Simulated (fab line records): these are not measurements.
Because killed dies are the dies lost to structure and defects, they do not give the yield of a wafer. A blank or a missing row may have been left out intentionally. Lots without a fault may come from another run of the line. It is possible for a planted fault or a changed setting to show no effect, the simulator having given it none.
fab line records + flow rit-cmos
record
- lots=6
- wafers=18
- last-day=7
route steps=202 shown NWELL@35 PWELL@39 WELLDRIVE@50 NRETRO@53 M1@202
lots untouched by any fault: they come from a run of this same line in which no faults occurred
start-h: start of the lot's first displayed wafer, in hours after the record's first day + wait-h: time in hours since the lot's previous step + " repeats the value in the row above + L1.1+2: several wafers, shown together as one row + - no value present, or no start provided + * or withheld: withheld + < > ~ a bound
route shown NAME@n: a module of which the file shows steps, and the number in the route of the first + usual: mean/standard deviation of fault-free wafers + same: alike in all rows + chamber/n: place in a boat + sites: per-site readings + _std_site: their standard deviation + _edge_site: outer sites' mean less inner sites' + radius-mm: for every site, how far away it sits from the centre of the wafer + mask NAME#n: copy n + behind: the last tool/chamber to shape the wafer + hold: why the lot went on hold/how many hours it stayed there/how the hold came to an end + device: which transistor (n, p or np) failed to switch + end of line: tests of these same wafers at the route's end + where a step has no rows: the recipe by itself + killed: not the wafer's yield, but the dies lost to structure and defects at the first sort + map: the dies of a wafer, with x for killed, . for not killed, _ for no die there
set.NAME: setting as actually run; set.NAME@STEP: the setting as run at that earlier step + model.NAME: the simulator's own value behind a step, which no gauge read
a table for each step, a row for each wafer; lots at some steps of the route
services: when a tool's chamber went out of use (start-h, in hours from the record's first day, below 0 if earlier), for how many hours, and the reason
## steps
# step RIT_NWELL_HARDBAKE_07
# recipe
- resist=NOVOLAK
- temp-c=140
- time-s=120
# step RIT_NWELL_IMPLANT_08
# recipe
- species=P
- energy-kev=167.2
- dose-cm2=5e+13
- tilt-deg=7
# step RIT_NWELL_STRIP_09
# recipe
- chemistry=O2
- time-s=180
- resist=NOVOLAK
- platen-temp-c=withheld
- power-w=500
- pressure-mtorr=4000
- o2-flow-sccm=4000
# usual
- drypump-motor-current-A=5.7/0.35
- o2-flow-sccm=3997/13
| lot.wafer | tool            | chamber | start-h | wait-h | drypump-motor-current-A | o2-flow-sccm | rf-hours-counter-h |
|-----------|-----------------|---------|---------|--------|-------------------------|--------------|--------------------|
| L897.2    | plasma-asher-03 | 1       | 65.09   | 0.1    | 5.4                     | 4001         | 28                 |
| L897.5    | "               | 1       | "       | "      | 5.5                     | 4009         | -                  |
| L897.6    | "               | 0       | "       | "      | 5.5                     | 3992         | -                  |
| L900.1    | plasma-asher-04 | 1       | 72.13   | 0.1    | 5.8                     | 4002         | 44                 |
| L900.2    | "               | 0       | "       | "      | 6.0                     | 4010         | 44                 |
| L900.3    | "               | 1       | "       | "      | 5.8                     | 4019         | -                  |
| L909.2    | plasma-asher-01 | 1       | 119.63  | 0.1    | 6.4                     | 4015         | 0                  |
| L909.3    | "               | 0       | "       | "      | 5.4                     | 3991         | -                  |
| L909.5    | "               | 1       | "       | "      | 6.4                     | 3993         | -                  |
| L910.2    | plasma-asher-01 | 0       | 123.47  | 0.1    | 5.4                     | 3991         | 1                  |
| L910.5    | "               | 0       | "       | "      | 5.4                     | 4003         | -                  |
| L910.6    | "               | 1       | "       | "      | 6.4                     | 4008         | -                  |
| L911.2    | plasma-asher-01 | 1       | 127.70  | 0.1    | 6.4                     | 4008         | 1                  |
| L911.4    | "               | 0       | "       | "      | 5.5                     | 4000         | -                  |
| L911.6    | "               | 1       | "       | "      | 6.4                     | 3987         | -                  |
| L912.1    | plasma-asher-03 | 0       | 132.53  | 0.1    | 5.6                     | 4016         | 36                 |
| L912.2    | "               | 1       | "       | "      | 5.5                     | 3996         | 36                 |
| L912.6    | "               | 0       | "       | "      | 5.5                     | 4004         | -                  |
# step RIT_NWELL_TW_MEAS_10
# usual
- NWELL_TW=2133/16
| lot.wafer | tool          | chamber | start-h | wait-h | NWELL_TW |
|-----------|---------------|---------|---------|--------|----------|
| L897.2    | film-metro-02 | -       | 65.27   | 0.1    | 2123     |
| L897.5    | "             | -       | "       | "      | 2116     |
| L897.6    | "             | -       | "       | "      | 2122     |
| L900.1    | film-metro-03 | -       | 72.30   | 0.1    | 2146     |
| L900.2    | "             | -       | "       | "      | 2148     |
| L900.3    | "             | -       | "       | "      | 2154     |
| L909.2    | film-metro-01 | -       | 119.82  | 0.1    | 2156     |
| L909.3    | "             | -       | "       | "      | 2156     |
| L909.5    | "             | -       | "       | "      | 2164     |
| L910.2    | film-metro-02 | -       | 123.66  | 0.1    | 2137     |
| L910.5    | "             | -       | "       | "      | 2135     |
| L910.6    | "             | -       | "       | "      | 2140     |
| L911.2    | film-metro-02 | -       | 127.89  | 0.1    | 2141     |
| L911.4    | "             | -       | "       | "      | 2136     |
| L911.6    | "             | -       | "       | "      | 2147     |
| L912.1    | film-metro-02 | -       | 132.70  | 0.1    | 2135     |
| L912.2    | "             | -       | "       | "      | 2139     |
| L912.6    | "             | -       | "       | "      | 2121     |
# step RIT_PWELL_HMDS_00
# recipe
- prime-time-s=60
- prime-temp-c=140
# step RIT_PWELL_COAT_01
# recipe
- resist=NOVOLAK
- spin-rpm=2000
- resist-thk-nm=1300
# step RIT_PWELL_SOFTBAKE_02
# recipe
- resist=NOVOLAK
- temp-c=90
- time-s=60
# step RIT_PWELL_EXPOSE_03
# recipe
- mask-id=M3
- na=0.57
- target-cd-nm=43700
- dose-mj=250
# step RIT_PWELL_PEB_04
# recipe
- resist=NOVOLAK
- temp-c=withheld
- time-s=withheld
# step RIT_PWELL_DEVELOP_05
# recipe
- resist=NOVOLAK
- develop-time-s=68
- dev-temp-c=23
# step RIT_PWELL_OVL_MEAS_06
# usual
- PWELL_OVL=-1.7/1.2
| lot.wafer | tool       | chamber | start-h | wait-h | PWELL_OVL[nm] |
|-----------|------------|---------|---------|--------|---------------|
| L897.2    | overlay-02 | -       | 66.33   | -      | -0.4          |
| L897.5    | "          | -       | "       | "      | -0.9          |
| L897.6    | "          | -       | "       | "      | -0.5          |
| L900.1    | overlay-02 | -       | 73.24   | -      | -1.3          |
| L900.2    | "          | -       | "       | "      | -1.2          |
| L900.3    | "          | -       | "       | "      | -0.6          |
| L909.2    | overlay-01 | -       | 120.88  | -      | -0.2          |
| L909.3    | "          | -       | "       | "      | -0.6          |
| L909.5    | "          | -       | "       | "      | -2.1          |
| L910.2    | overlay-02 | -       | 124.62  | -      | -3.1          |
| L910.5    | "          | -       | "       | "      | -0.7          |
| L910.6    | "          | -       | "       | "      | -2.5          |
| L911.2    | overlay-02 | -       | 128.82  | -      | -1.8          |
| L911.4    | "          | -       | "       | "      | -0.9          |
| L911.6    | "          | -       | "       | "      | -2.7          |
| L912.1    | overlay-01 | -       | 133.64  | -      | -2.9          |
| L912.2    | "          | -       | "       | "      | -2.6          |
| L912.6    | "          | -       | "       | "      | -2.5          |
# step RIT_PWELL_HARDBAKE_07
# recipe
- resist=NOVOLAK
- temp-c=140
- time-s=120
# step RIT_PWELL_IMPLANT_08
# recipe
- species=B
- energy-kev=170
- dose-cm2=7e+13
- tilt-deg=7
# usual
- beam-on-s=10.00/0.2
- faraday-current-uA=222/4.4
# same
- implant-ion-amu=11
| lot.wafer | tool         | chamber | start-h | wait-h | beam-on-s | faraday-current-uA |
|-----------|--------------|---------|---------|--------|-----------|--------------------|
| L897.2    | implanter-01 | 0       | 66.64   | 0.2    | 10.20     | 218                |
| L897.5    | "            | 0       | "       | "      | 9.72      | 229                |
| L897.6    | "            | 0       | "       | "      | 10.28     | 216                |
| L900.1    | implanter-04 | 0       | 73.53   | 0.2    | 10.08     | 219                |
| L900.2    | "            | 0       | "       | "      | 9.59      | 231                |
| L900.3    | "            | 0       | "       | "      | 10.05     | 221                |
| L909.2    | implanter-04 | 0       | 121.19  | 0.2    | 8.99      | 247                |
| L909.3    | "            | 0       | "       | "      | 9.06      | 243                |
| L909.5    | "            | 0       | "       | "      | 8.78      | 252                |
| L910.2    | implanter-04 | 0       | 125.04  | 0.2    | 8.90      | 248                |
| L910.5    | "            | 0       | "       | "      | 8.96      | 248                |
| L910.6    | "            | 0       | "       | "      | 8.92      | 248                |
| L911.2    | implanter-01 | 0       | 129.13  | 0.2    | 9.99      | 222                |
| L911.4    | "            | 0       | "       | "      | 9.91      | 223                |
| L911.6    | "            | 0       | "       | "      | 10.00     | 222                |
| L912.1    | implanter-03 | 0       | 133.93  | 0.2    | 9.99      | 223                |
| L912.2    | "            | 0       | "       | "      | 10.07     | 220                |
| L912.6    | "            | 0       | "       | "      | 10.02     | 221                |
# step RIT_PWELL_STRIP_09
# recipe
- chemistry=O2
- time-s=180
- resist=NOVOLAK
- platen-temp-c=withheld
- power-w=500
- pressure-mtorr=4000
- o2-flow-sccm=4000
# usual
- drypump-motor-current-A=5.9/0.4
- o2-flow-sccm=3999/13
| lot.wafer | tool            | chamber | start-h | wait-h | drypump-motor-current-A | o2-flow-sccm | rf-hours-counter-h |
|-----------|-----------------|---------|---------|--------|-------------------------|--------------|--------------------|
| L897.2    | plasma-asher-04 | 0       | 66.76   | 0.1    | 6.0                     | 3998         | 43                 |
| L897.5    | "               | 1       | "       | "      | 5.8                     | 4011         | -                  |
| L897.6    | "               | 0       | "       | "      | 6.0                     | 4003         | -                  |
| L900.1    | plasma-asher-03 | 1       | 73.68   | 0.1    | 5.5                     | 3999         | 29                 |
| L900.2    | "               | 0       | "       | "      | 5.5                     | 3965         | 29                 |
| L900.3    | "               | 0       | "       | "      | 5.5                     | 3994         | -                  |
| L909.2    | plasma-asher-03 | 1       | 121.31  | 0.1    | 5.5                     | 3991         | 35                 |
| L909.3    | "               | 0       | "       | "      | 5.5                     | 4013         | -                  |
| L909.5    | "               | 0       | "       | "      | 5.5                     | 3985         | -                  |
| L910.2    | plasma-asher-02 | 0       | 125.17  | 0.1    | 5.7                     | 4011         | 49                 |
| L910.5    | "               | 0       | "       | "      | 5.7                     | 4015         | -                  |
| L910.6    | "               | 1       | "       | "      | 6.5                     | 4006         | -                  |
| L911.2    | plasma-asher-02 | 1       | 129.25  | 0.1    | 6.5                     | 3995         | 50                 |
| L911.4    | "               | 1       | "       | "      | 6.5                     | 3988         | -                  |
| L911.6    | "               | 0       | "       | "      | 5.7                     | 3977         | -                  |
| L912.1    | plasma-asher-02 | 0       | 134.08  | 0.1    | 5.6                     | 3975         | 50                 |
| L912.2    | "               | 1       | "       | "      | 6.5                     | 3986         | 50                 |
| L912.6    | "               | 1       | "       | "      | 6.6                     | 3998         | -                  |
# step RIT_PWELL_TW_MEAS_10
# usual
- PWELL_TW=950/7
| lot.wafer | tool          | chamber | start-h | wait-h | PWELL_TW |
|-----------|---------------|---------|---------|--------|----------|
| L897.2    | film-metro-02 | -       | 66.95   | 0.1    | 939      |
| L897.5    | "             | -       | "       | "      | 942      |
| L897.6    | "             | -       | "       | "      | 946      |
| L900.1    | film-metro-01 | -       | 73.85   | 0.1    | 957      |
| L900.2    | "             | -       | "       | "      | 956      |
| L900.3    | "             | -       | "       | "      | 964      |
| L909.2    | film-metro-02 | -       | 121.50  | 0.1    | 920      |
| L909.3    | "             | -       | "       | "      | 915      |
| L909.5    | "             | -       | "       | "      | 921      |
| L910.2    | film-metro-03 | -       | 125.35  | 0.1    | 922      |
| L910.5    | "             | -       | "       | "      | 916      |
| L910.6    | "             | -       | "       | "      | 919      |
| L911.2    | film-metro-03 | -       | 129.44  | 0.1    | 952      |
| L911.4    | "             | -       | "       | "      | 954      |
| L911.6    | "             | -       | "       | "      | 948      |
| L912.1    | film-metro-01 | -       | 134.25  | 0.1    | 958      |
| L912.2    | "             | -       | "       | "      | 960      |
| L912.6    | "             | -       | "       | "      | 959      |
# step RIT_WELLDRIVE_ANNEAL_00
# recipe
- temp-c=1100
- time-s=14700
- ambient=N2
# step RIT_WELLDRIVE_RS_MEAS_01
# recipe
- thk-meas-gauge=four-point-probe
# usual
- NWELL_RS=275.9/0.65
| lot.wafer | tool          | chamber | start-h | wait-h | NWELL_RS[ohm/sq] |
|-----------|---------------|---------|---------|--------|------------------|
| L897.2    | film-metro-03 | -       | 72.44   | 0.0    | 274.8            |
| L897.5    | "             | -       | "       | "      | 275.9            |
| L897.6    | "             | -       | "       | "      | 275.3            |
| L900.1    | film-metro-03 | -       | 79.00   | 0.0    | 275.7            |
| L900.2    | "             | -       | "       | "      | 276.1            |
| L900.3    | "             | -       | "       | "      | 276.0            |
| L909.2    | film-metro-03 | -       | 126.72  | 0.0    | 276.4            |
| L909.3    | "             | -       | "       | "      | 276.4            |
| L909.5    | "             | -       | "       | "      | 276.3            |
| L910.2    | film-metro-01 | -       | 130.51  | 0.0    | 276.2            |
| L910.5    | "             | -       | "       | "      | 276.0            |
| L910.6    | "             | -       | "       | "      | 276.3            |
| L911.2    | film-metro-02 | -       | 134.71  | 0.0    | 274.9            |
| L911.4    | "             | -       | "       | "      | 275.3            |
| L911.6    | "             | -       | "       | "      | 275.7            |
| L912.1    | film-metro-02 | -       | 139.39  | 0.0    | 276.7            |
| L912.2    | "             | -       | "       | "      | 275.7            |
| L912.6    | "             | -       | "       | "      | 276.2            |
# step RIT_WELLDRIVE_RS_MEAS_02
# recipe
- thk-meas-gauge=four-point-probe
# usual
- PWELL_RS=430.1/1.1
| lot.wafer | tool          | chamber | start-h | wait-h | PWELL_RS[ohm/sq] |
|-----------|---------------|---------|---------|--------|------------------|
| L897.2    | film-metro-03 | -       | 72.56   | 0.1    | 429.1            |
| L897.5    | "             | -       | "       | "      | 429.1            |
| L897.6    | "             | -       | "       | "      | 429.0            |
| L900.1    | film-metro-03 | -       | 79.12   | 0.1    | 432.6            |
| L900.2    | "             | -       | "       | "      | 430.7            |
| L900.3    | "             | -       | "       | "      | 431.8            |
| L909.2    | film-metro-03 | -       | 126.84  | 0.1    | 463.0            |
| L909.3    | "             | -       | "       | "      | 464.1            |
| L909.5    | "             | -       | "       | "      | 464.8            |
| L910.2    | film-metro-01 | -       | 130.63  | 0.1    | 463.0            |
| L910.5    | "             | -       | "       | "      | 462.9            |
| L910.6    | "             | -       | "       | "      | 462.1            |
| L911.2    | film-metro-02 | -       | 134.83  | 0.1    | 431.9            |
| L911.4    | "             | -       | "       | "      | 430.1            |
| L911.6    | "             | -       | "       | "      | 431.0            |
| L912.1    | film-metro-02 | -       | 139.51  | 0.1    | 428.4            |
| L912.2    | "             | -       | "       | "      | 429.7            |
| L912.6    | "             | -       | "       | "      | 430.4            |
# step RIT_NRETRO_HMDS_00
# recipe
- prime-time-s=60
- prime-temp-c=140
# step RIT_M1_PROBE_99
# usual
- killed-at-contacts=0.0/0.2
- killed-at-front-end=6.8/3
- killed-dies=6.9/3
- killed-on-rim=1.9/1.5
- killed-open=3.3/1.9
- killed-short=3.6/1.9
# same
- gross-dies=264
- killed_at_M0_to_M3=0
- killed_at_M4_up=0
- killed-at-back-side=0
- killed-at-other=0
| lot.wafer | tool      | chamber | start-h | wait-h | killed-at-contacts | killed-at-front-end | killed-dies | killed-on-rim | killed-open | killed-short |
|-----------|-----------|---------|---------|--------|--------------------|---------------------|-------------|---------------|-------------|--------------|
| L900.1    | prober-02 | -       | 113.14  | 0.1    | 0                  | 16                  | 16          | 4             | 11          | 5            |
| L900.2    | prober-02 | -       | 113.19  | 0.1    | 0                  | 12                  | 12          | 3             | 7           | 5            |
| L900.3    | prober-02 | -       | 113.24  | 0.2    | 0                  | 7                   | 7           | 3             | 4           | 3            |
| L909.2    | prober-01 | -       | 163.14  | 0.1    | 0                  | 7                   | 7           | 3             | 3           | 4            |
| L909.3    | prober-01 | -       | 163.19  | 0.2    | 0                  | 3                   | 3           | 1             | 2           | 1            |
| L909.5    | prober-01 | -       | 163.29  | 0.2    | 0                  | 7                   | 7           | 2             | 2           | 5            |
| L910.2    | prober-02 | -       | 164.64  | 0.1    | 0                  | 8                   | 8           | 3             | 3           | 5            |
| L910.5    | prober-02 | -       | 164.79  | 0.2    | 0                  | 7                   | 7           | 0             | 3           | 4            |
| L910.6    | prober-02 | -       | 164.84  | 0.2    | 0                  | 4                   | 4           | 0             | 1           | 3            |
| L911.2    | prober-01 | -       | 166.18  | 0.1    | 0                  | 6                   | 6           | 3             | 3           | 3            |
| L911.4    | prober-01 | -       | 166.28  | 0.2    | 0                  | 6                   | 6           | 1             | 3           | 3            |
| L911.6    | prober-01 | -       | 166.38  | 0.2    | 0                  | 2                   | 2           | 1             | 1           | 1            |
# killed by level:class
L900.1 GATE:geometric-particle:open=6 GATE:geometric-particle:short=3 FOX2:geometric-particle:open=2 SPACER:geometric-particle:open=2 FOX1:geometric-particle:short=1 SILICIDE:geometric-particle:short=1 SILICIDE:geometric-particle:open=1
L900.2 SPACER:geometric-particle:open=4 GATE:geometric-particle:short=3 GATE:geometric-particle:open=2 FOX2:geometric-particle:short=1 FOX2:geometric-particle:open=1 SPACER:geometric-particle:short=1
L900.3 GATE:geometric-particle:open=3 FOX2:geometric-particle:short=2 SPACER:geometric-particle:short=1 SPACER:geometric-particle:open=1
L909.2 GATE:geometric-particle:short=4 FOX1:geometric-particle:open=1 GATE:geometric-particle:open=1 REOX:geometric-particle:open=1
L909.3 FOX1:geometric-particle:short=1 REOX:geometric-particle:open=1 SPACER:geometric-particle:open=1
L909.5 FOX1:geometric-particle:open=1 FOX1:geometric-particle:short=1 FOX2:geometric-particle:short=1 GATE:geometric-particle:short=1 GATE:geometric-particle:open=1 SPACER:geometric-particle:short=1 SILICIDE:geometric-particle:short=1
L910.2 GATE:geometric-particle:short=2 FOX2:geometric-particle:short=1 REOX:geometric-particle:open=1 REOX:geometric-particle:short=1 SPACER:geometric-particle:open=1 SPACER:geometric-particle:short=1 SILICIDE:geometric-particle:open=1
L910.5 SPACER:geometric-particle:short=2 GATE:geometric-particle:short=1 GATE:geometric-particle:open=1 SPACER:geometric-particle:open=1 SILICIDE:geometric-particle:short=1 SILICIDE:geometric-particle:open=1
L910.6 FOX2:geometric-particle:short=1 REOX:geometric-particle:open=1 SPACER:geometric-particle:short=1 STARTING-WAFER:geometric-particle:short=1
L911.2 FOX2:geometric-particle:open=2 FOX1:geometric-particle:short=1 FOX1:geometric-particle:open=1 GATE:geometric-particle:short=1 REOX:geometric-particle:short=1
L911.4 GATE:geometric-particle:open=3 FOX1:geometric-particle:short=1 GATE:geometric-particle:short=1 SPACER:geometric-particle:short=1
L911.6 GATE:geometric-particle:open=1 REOX:geometric-particle:short=1
## services
| tool            | chamber | start-h | hours | kind       |
|-----------------|---------|---------|-------|------------|
| plasma-asher-04 | -       | 46.25   | 2.0   | repair     |
| plasma-asher-01 | -       | 108.75  | 9.0   | pm         |
| plasma-asher-01 | 0       | 108.75  | 9.0   | vent-cycle |
| plasma-asher-01 | 1       | 108.75  | 9.0   | vent-cycle |
| plasma-asher-01 | 0       | 117.75  | -     | clean      |
| plasma-asher-01 | 1       | 117.75  | -     | clean      |
| implanter-03    | -       | 121.80  | 3.5   | repair     |
## key
first-sign
- step=RIT_PWELL_IMPLANT_08
- reading=faraday-current-uA
- direction=up
- sigmas=5.9
- usual=222
- struck=248
effect
- step=RIT_PWELL_IMPLANT_08
- reading=beam-on-s
- direction=down
- sigmas=5.4
- usual=10.00
- struck=8.94
effect
- step=RIT_PWELL_TW_MEAS_10
- reading=PWELL_TW
- direction=down
- sigmas=4.5
- usual=950
- struck=919
effect
- step=RIT_WELLDRIVE_RS_MEAS_02
- reading=PWELL_RS
- direction=up
- sigmas=30
- usual=430.1
- struck=463.3
met-at RIT_PWELL_IMPLANT_08
struck-wafers L909.2,L909.3,L909.5,L910.2,L910.5,L910.6
tester-left-out L909,L910
onset-between 73.53 121.19
fault
- kind=process-parameter-drift
- tool=implanter-04
- chamber=-
- onset-h=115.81
- steps=RIT_PWELL_IMPLANT_08
- channel=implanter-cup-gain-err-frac
- offset=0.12
- shape=step
- end-h=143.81
# tester-left-out: of these lots the tester's yield and bins aren't shown, on N5 and GAA mostly nor the transistor test; their killed dies are dies lost to structure and defects alone, not to doping, threshold or leakage, so they don't give the yield
